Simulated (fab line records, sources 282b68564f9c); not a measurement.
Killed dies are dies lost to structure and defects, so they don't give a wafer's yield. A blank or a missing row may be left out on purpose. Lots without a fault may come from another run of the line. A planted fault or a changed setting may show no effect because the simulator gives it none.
Which tool did it? | flow rit_cmos | 13 lots, 39 wafers sampled, at 2 steps of a route of 202

WHAT THE GAUGES READ, wafer by wafer
RIT_ACTIVE_THK_MEAS_04.
lot  | measured    | on            | ACTIVE_NITRIDE_THK (nm)
L224 | day 1 13:38 | film_metro-01 | 152.3 151.5 152.3
L226 | day 1 23:32 | film_metro-01 | 150.2 151.8 151.1
L227 | day 2 04:34 | film_metro-03 | 148.5 147.6 148.6
L228 | day 2 09:33 | film_metro-02 | 150.6 148.3 149.1
L229 | day 2 14:32 | film_metro-02 | 154.3 152.8 152.6
L230 | day 2 19:32 | film_metro-02 | 148.3 148.4 148.8
L231 | day 3 00:37 | film_metro-03 | 150.9 150.2 150.1
L236 | day 4 01:32 | film_metro-02 | 151.3 152.2 151.2
L241 | day 5 02:32 | film_metro-02 | 170.0 169.7 171.0
L242 | day 5 07:32 | film_metro-02 | 151.6 150.3 151.8
L243 | day 5 12:32 | film_metro-01 | 149.3 149.6 149.7
L245 | day 5 22:32 | film_metro-02 | 151.2 151.0 150.8
L247 | day 6 08:32 | film_metro-03 | 151.0 153.0 151.4

WHICH TOOL RAN EACH LOT (tool, then ch and the chambers of the sampled wafers, then the start)
lot  | RIT_ACTIVE_CVD_03
L224 | lpcvd-02 ch 0, day 1 12:14
L226 | lpcvd-02 ch 0, day 1 22:07
L227 | lpcvd-02 ch 0, day 2 03:07
L228 | lpcvd-01 ch 0, day 2 08:07
L229 | lpcvd-02 ch 1, day 2 13:07
L230 | lpcvd-02 ch 1, day 2 18:07
L231 | lpcvd-02 ch 0, day 2 23:10
L236 | lpcvd-01 ch 1, day 4 00:07
L241 | lpcvd-02 ch 0, day 5 01:07
L242 | lpcvd-01 ch 0, day 5 06:07
L243 | lpcvd-02 ch 1, day 5 11:07
L245 | lpcvd-01 ch 1, day 5 21:07
L247 | lpcvd-01 ch 1, day 6 07:07
- RIT_ACTIVE_CVD_03: deposits Si3N4 from SiH2Cl2/NH3, target thk 150 nm, time 1500 s.

WHAT THE TOOLS THEMSELVES READ (means of the sampled wafers that have a number; where no wafer has one, the mark that the record gives instead)
RIT_ACTIVE_CVD_03.
lot  | tool     | nh3_flow_sccm (sccm) | spike_tc_load_C (C)
L224 | lpcvd-02 | 149.8                | 831.8
L226 | lpcvd-02 | 150.0                | 832.6
L227 | lpcvd-02 | 150.4                | 832.1
L228 | lpcvd-01 | 149.9                | 833.7
L229 | lpcvd-02 | 149.5                | 830.0
L230 | lpcvd-02 | 150.3                | 830.6
L231 | lpcvd-02 | 149.7                | 832.5
L236 | lpcvd-01 | 149.8                | 834.4
L241 | lpcvd-02 | 180.1                | 830.9
L242 | lpcvd-01 | 149.7                | 834.7
L243 | lpcvd-02 | 150.4                | 830.6
L245 | lpcvd-01 | 150.2                | 834.3
L247 | lpcvd-01 | 149.7                | 833.9

THE ANSWER, worked out from the rows above alone
Rule: what is usual is taken from the lots themselves. Put in order of their means at a reading, lots are off if they are a third of the lots or fewer, leave a main group of 4 or more, and stand apart from it by a gap of 3 or more times the standard deviation of the main group's means; of several such gaps the widest counts. A main group whose means are all the same, to the digits that the tables above print for the reading, isn't used. A lot without any number at a reading at which 4 lots or more have one is off too. The other lots that the step has rows for count as sound. The gauges are gone through in route order, then the tools' own readings, and for those a lot's mean is taken as printed above. The first step at which some lot is off is used, and at that step the reading that is off furthest; a lot without a number counts as furthest.
Off: L241, at RIT_ACTIVE_THK_MEAS_04 (ACTIVE_NITRIDE_THK). The main group: mean 150.7 nm, standard deviation 1.4.
A tool fits if, at a process step before that reading, it ran every lot that is off, and no sound lot after the first of them. The gauges at RIT_ACTIVE_THK_MEAS_04 aren't tried: what is off there is off at RIT_ACTIVE_CVD_03 too, on other tools, and a gauge's error can't cause that. None of those tried fits.

WHAT THE SIMULATOR HAD PUT IN
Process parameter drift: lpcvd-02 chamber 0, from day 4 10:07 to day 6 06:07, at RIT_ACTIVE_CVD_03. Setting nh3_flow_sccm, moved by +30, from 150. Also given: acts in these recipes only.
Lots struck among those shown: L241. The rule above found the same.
